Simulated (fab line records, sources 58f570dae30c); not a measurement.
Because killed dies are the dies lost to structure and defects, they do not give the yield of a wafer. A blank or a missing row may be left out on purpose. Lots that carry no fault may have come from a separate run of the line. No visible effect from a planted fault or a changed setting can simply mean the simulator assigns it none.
The tool behind it: which one? ; flow berkeley_cmos170 ; 14 lots, 42 wafers sampled, at 3 steps of a route of 331

## WHAT THE GAUGES SHOWED, per wafer
UCB170_V1_OVL_MEAS_13. Usual: V1_OVL gives -2 nm (standard deviation 6.6).
lot;measured;on;V1_OVL (nm);flag
L156;day 7 20:14;overlay-01;6 6 -8;
L154;day 7 20:21;overlay-02;-3 -5 -8;
L157;day 7 23:45;overlay-02;-8 -9 -1;
L159;day 8 15:16;overlay-02;3 1 -8;
L158;day 8 14:58;overlay-02;5 8 0;
L160;day 8 15:59;overlay-02;3 2 2;
L166;day 9 14:25;overlay-01;-4 -3 2;
L163;day 9 14:08;overlay-02;6 3 -2;
L162;day 9 14:15;overlay-01;-15 -3 -10;
L167;day 10 09:58;overlay-01;3 6 10;
L169;day 10 21:19;overlay-01;-4 -15 -2;
L174;day 10 23:26;overlay-02;2 8 5;
L175;day 11 17:36;overlay-01;0 0 -8;
L177;day 11 23:31;overlay-02;6 -5 -5;

UCB170_M3_RS_MEAS_02: measurement is done with a four-point probe. Usual: M3_AL_RS gives 0.0321 ohm/sq (standard deviation 0.00033).
lot;measured;on;M3_AL_RS (ohm/sq);flag
L156;day 8 04:48;film_metro-01;0.0320 0.0317 0.0320;
L154;day 8 05:01;film_metro-03;0.0323 0.0317 0.0321;
L157;day 8 06:29;film_metro-01;0.0326 0.0324 0.0325;
L159;day 8 22:47;film_metro-02;0.0323 0.0321 0.0327;
L158;day 8 22:31;film_metro-02;0.0319 0.0320 0.0329;
L160;day 8 23:23;film_metro-02;0.0321 0.0317 0.0324;
L166;day 9 21:41;film_metro-03;0.0324 0.0324 0.0326;
L163;day 9 20:42;film_metro-02;0.0316 0.0314 0.0318;
L162;day 9 21:20;film_metro-03;0.0317 0.0316 0.0318;
L167;day 10 17:10;film_metro-03;0.0317 0.0316 0.0323;
L169;day 11 08:03;film_metro-03;0.0318 0.0316 0.0317;
L174;day 11 07:53;film_metro-03;0.0321 0.0320 0.0320;
L175;day 11 23:31;film_metro-03;0.0318 0.0321 0.0313;
L177;day 12 05:58;film_metro-03;0.0324 0.0321 0.0320;

## TOOL THAT RAN EACH LOT (tool first, then ch and the chambers of the sampled wafers, then the start)
lot;UCB170_NVT_STRIP_08
L156;plasma_asher-04 ch 0,1, day 5 21:19
L154;plasma_asher-03 ch 0,1, day 5 22:07
L157;plasma_asher-04 ch 0,1, day 6 09:20
L159;plasma_asher-04 ch 0,1, day 6 13:43
L158;plasma_asher-03 ch 0,1, day 6 13:51
L160;plasma_asher-03 ch 0,1, day 6 21:14
L166;plasma_asher-04 ch 0,1, day 7 21:50
L163;plasma_asher-02 ch 0, day 7 22:02
L162;plasma_asher-04 ch 0,1, day 7 22:07
L167;plasma_asher-04 ch 0,1, day 8 05:14
L169;plasma_asher-04 ch 0,1, day 9 00:33
L174;plasma_asher-04 ch 0,1, day 9 05:07
L175;plasma_asher-03 ch 0,1, day 9 18:55
L177;plasma_asher-03 ch 0,1, day 10 02:01
- UCB170_NVT_STRIP_08: strips in O2.

## AS READ BY THE TOOLS THEMSELVES (means over the sampled wafers that have a number; for cases with no such wafer, the mark the record gives instead)
UCB170_NVT_STRIP_08. Usual: drypump_motor_current_A 5.6 A, standard deviation 0.49; oes_product_au 0.734 a.u., standard deviation 0.0045; strip_time_to_endpoint_s 21.65 s, standard deviation 0.065.
lot;tool;drypump_motor_current_A (A);oes_product_au (a.u.);strip_time_to_endpoint_s (s);flag
L156;plasma_asher-04;5.9;0.735;21.69;
L154;plasma_asher-03;5.3;0.735;21.57;
L157;plasma_asher-04;5.9;0.737;21.69;
L159;plasma_asher-04;5.7;0.731;21.66;
L158;plasma_asher-03;5.2;0.737;21.63;
L160;plasma_asher-03;5.2;0.736;21.56;
L166;plasma_asher-04;5.9;0.732;21.58;
L163;plasma_asher-02;4.8;0.736;21.59;
L162;plasma_asher-04;5.9;0.739;21.71;
L167;plasma_asher-04;5.9;0.732;21.67;
L169;plasma_asher-04;5.9;0.728;21.70;
L174;plasma_asher-04;5.9;0.733;21.65;
L175;plasma_asher-03;5.3;0.733;21.59;
L177;plasma_asher-03;5.2;0.733;21.77;

## THE ANSWER, worked out from the rows above alone
Rule: take the mean of a lot's wafers that have a number; if it is more than 3 standard deviations from the usual mean, the lot is off. Also off: a lot with no number at a reading for which 4 or more lots have one. The other lots that the step has rows for count as sound. Order of review: gauges by route order, followed by the tools' own readings, for which a lot's mean as printed above is used. The first step at which some lot is off is used, and at that step the reading that is off furthest; a lot without a number counts as furthest.
No lot is off on any of the readings shown, so nothing can be concluded from this.

## WHAT THE SIMULATOR HAD PUT IN
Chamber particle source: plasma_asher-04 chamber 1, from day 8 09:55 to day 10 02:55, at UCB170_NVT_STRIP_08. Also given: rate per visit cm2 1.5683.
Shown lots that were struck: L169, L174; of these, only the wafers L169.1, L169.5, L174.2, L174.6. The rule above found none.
